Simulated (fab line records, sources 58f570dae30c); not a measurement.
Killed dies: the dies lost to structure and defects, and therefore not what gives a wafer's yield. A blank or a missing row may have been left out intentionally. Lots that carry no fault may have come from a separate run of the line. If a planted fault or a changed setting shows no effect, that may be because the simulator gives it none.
A struck lot beside a sound one + flow berkeley_cmos170 + 15 out of 331 route steps
Sound: the wafers L420.1, L420.3, L420.5. Wafers struck: L431.3, L431.5, L431.6. At the end, the cause is stated.
For every step that has rows: the tool of each side, followed by ch and its chambers, followed by its first start. Under that, the readings that differ: sound wafers + struck wafers + difference of the means + sigmas: that difference in standard deviations of wafers without a fault.
alike: same words and numbers on both sides, and readings whose means sit less than 2 such deviations apart. not compared: any withheld reading, any reading some wafer has no value for, any bound like >300 that may hide the same value, and any number with overlapping values for which the record gives no deviation.
The two part at a step that has a row with sigmas, a row that says differs or no value, or rows on one side only. Numbers that don't overlap but have no deviation are shown without sigmas and don't part them. Lack of a reading on every wafer of one side parts them only where that side has two or more wafers.

UCB170_NWELL_THK_MEAS_02:
  sound: film_metro-02 at day 2 14:55; struck: film_metro-04 at day 4 20:02
  alike: NWELL_OXIDE_THK
then, 2 steps without rows for these wafers: UCB170_NWELL_ANNEAL_03 (time 900 s); UCB170_NWELL_CVD_04 (deposits Si3N4 from SiH2Cl2/NH3, target thk 224 nm, time 3360 s).
UCB170_NWELL_THK_MEAS_05:
  sound: film_metro-04 at day 2 22:07; struck: film_metro-04 at day 5 01:43
  alike: NWELL_NITRIDE_THK
then, 6 steps without rows for these wafers: UCB170_NWELL_HMDS_06 (prime time 60 s); UCB170_NWELL_COAT_07 (resist thk 900 nm); UCB170_NWELL_SOFTBAKE_08 (time 60 s); UCB170_NWELL_EXPOSE_09 (exposes mask NWELL, target cd 3000 nm); UCB170_NWELL_PEB_10; UCB170_NWELL_DEVELOP_11 (develop time 45 s).
UCB170_NWELL_OVL_MEAS_12:
  sound: overlay-01 at day 2 23:11; struck: overlay-01 at day 5 03:56
  alike: NWELL_OVL
UCB170_NWELL_ETCH_13: etches Si3N4 in CH3F/Ar/O2, stops on SiO2, target depth 246.4 nm, time 154 s.
  sound on rie_diel-02 ch 0,2, day 2 23:14; struck on rie_diel-02 ch 1,2,3, day 5 03:58
  alike: drypump_motor_current_A, oes_product_au, throttle_valve_pct
  not compared: rf_hours_counter_h
UCB170_NWELL_IMPLANT_14:
  sound on implanter-04 ch 0, day 2 23:20; struck on implanter-03 ch 0, day 5 04:07
| reading            | sound             | struck            | difference | sigmas |
|--------------------|-------------------|-------------------|------------|--------|
| tilt_deg (degrees) | 7.010 7.046 7.018 | 7.242 7.243 7.215 | +0.209     | +12    |
  alike: end_station_pressure_torr
UCB170_NWELL_STRIP_15: strips in O2.
  sound on plasma_asher-01 ch 0,1, day 2 23:29; struck on plasma_asher-04 ch 0,1, day 5 04:15
  alike: drypump_motor_current_A, oes_product_au, strip_time_to_endpoint_s
  not compared: rf_hours_counter_h
-- the record jumps here: 6 days lie between the struck wafers' starts before and after (it left off in module NWELL and takes up again in module M3, whose first step shown is number 331 of the route) --
UCB170_M3_PROBE_99:
  rows exist in the record for the struck wafers here (prober-01, day 11 03:11), but not for the sound ones

## WHERE THEY PART
At UCB170_NWELL_IMPLANT_14 first; at UCB170_M3_PROBE_99 last (within this record only).

WHY: whatever the simulator had introduced
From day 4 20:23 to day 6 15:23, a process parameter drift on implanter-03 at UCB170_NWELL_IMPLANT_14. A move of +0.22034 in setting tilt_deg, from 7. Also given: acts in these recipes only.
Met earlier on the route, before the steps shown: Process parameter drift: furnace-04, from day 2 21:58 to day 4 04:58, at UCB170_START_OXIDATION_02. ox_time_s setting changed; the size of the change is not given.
